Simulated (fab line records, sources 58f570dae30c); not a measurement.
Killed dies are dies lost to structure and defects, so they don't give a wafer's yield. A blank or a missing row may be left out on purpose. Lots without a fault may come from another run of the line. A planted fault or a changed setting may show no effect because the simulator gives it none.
Which tool did it? | flow berkeley_cmos170 | 15 lots, 45 wafers sampled, at 2 steps of a route of 331

WHAT THE GAUGES READ, wafer by wafer
UCB170_GATE_THK_MEAS_02.
lot  | measured     | on            | GATE_OXIDE_THK (nm)
L864 | day 6 01:35  | film_metro-03 | 6.43 6.43 6.45
L863 | day 6 01:38  | film_metro-01 | 6.59 6.56 6.58
L865 | day 6 11:01  | film_metro-01 | 6.61 6.64 6.57
L866 | day 6 11:03  | film_metro-03 | 6.56 6.55 6.54
L867 | day 6 22:20  | film_metro-03 | 6.53 6.56 6.56
L869 | day 7 08:20  | film_metro-03 | 6.31 6.30 6.38
L877 | day 9 06:04  | film_metro-03 | 6.58 6.57 6.53
L878 | day 9 06:05  | film_metro-01 | 6.46 6.45 6.40
L879 | day 9 06:08  | film_metro-02 | 6.71 6.57 6.67
L881 | day 9 22:07  | film_metro-03 | 6.66 6.63 6.65
L882 | day 9 22:07  | film_metro-01 | 6.70 6.73 6.73
L880 | day 9 22:07  | film_metro-02 | 6.67 6.53 6.50
L883 | day 9 22:11  | film_metro-01 | 6.63 6.55 6.56
L884 | day 10 06:10 | film_metro-03 | 6.33 6.34 6.33
L885 | day 10 06:13 | film_metro-01 | 6.50 6.54 6.53

UCB170_GATE_CD_MEAS_90: target cd 350 nm.
lot  | measured     | on        | cd_nm (nm)
L864 | day 6 11:23  | cd_sem-01 | 352.0 351.9 352.3
L863 | day 6 11:38  | cd_sem-01 | 349.0 348.5 349.4
L865 | day 6 17:44  | cd_sem-02 | 349.1 349.0 348.9
L866 | day 6 18:04  | cd_sem-02 | 350.6 350.8 351.4
L867 | day 7 06:57  | cd_sem-01 | 350.7 350.0 351.6
L869 | day 7 14:09  | cd_sem-01 | 349.5 349.3 350.4
L877 | day 9 12:43  | cd_sem-01 | 353.4 351.2 352.2
L878 | day 9 12:22  | cd_sem-01 | 351.6 350.1 349.6
L879 | day 9 12:35  | cd_sem-01 | 350.9 349.6 350.3
L881 | day 10 05:54 | cd_sem-01 | 352.1 349.8 350.4
L882 | day 10 05:40 | cd_sem-01 | 348.7 349.7 349.4
L880 | day 10 05:48 | cd_sem-01 | 350.7 349.0 350.4
L883 | day 10 06:02 | cd_sem-02 | 350.7 349.3 351.8
L884 | day 10 12:15 | cd_sem-01 | 353.1 353.1 351.7
L885 | day 10 12:29 | cd_sem-02 | 351.7 352.4 350.8

WHICH TOOL RAN EACH LOT (tool, then ch and the chambers of the sampled wafers, then the start)
The record holds no process step before these readings.

WHAT THE TOOLS THEMSELVES READ (means of the sampled wafers that have a number; where no wafer has one, the mark that the record gives instead)
The record holds no such reading with a usual standard deviation.

THE ANSWER, worked out from the rows above alone
Rule: what is usual is taken from the lots themselves. Put in order of their means at a reading, lots are off if they are a third of the lots or fewer, leave a main group of 4 or more, and stand apart from it by a gap of 3 or more times the standard deviation of the main group's means; of several such gaps the widest counts. A main group whose means are all the same, to the digits that the tables above print for the reading, isn't used. A lot without any number at a reading at which 4 lots or more have one is off too. The other lots that the step has rows for count as sound. The gauges are gone through in route order, then the tools' own readings, and for those a lot's mean is taken as printed above. The first step at which some lot is off is used, and at that step the reading that is off furthest; a lot without a number counts as furthest.
No lot is off at any reading shown: from this, nothing can be told.

WHAT THE SIMULATOR HAD PUT IN
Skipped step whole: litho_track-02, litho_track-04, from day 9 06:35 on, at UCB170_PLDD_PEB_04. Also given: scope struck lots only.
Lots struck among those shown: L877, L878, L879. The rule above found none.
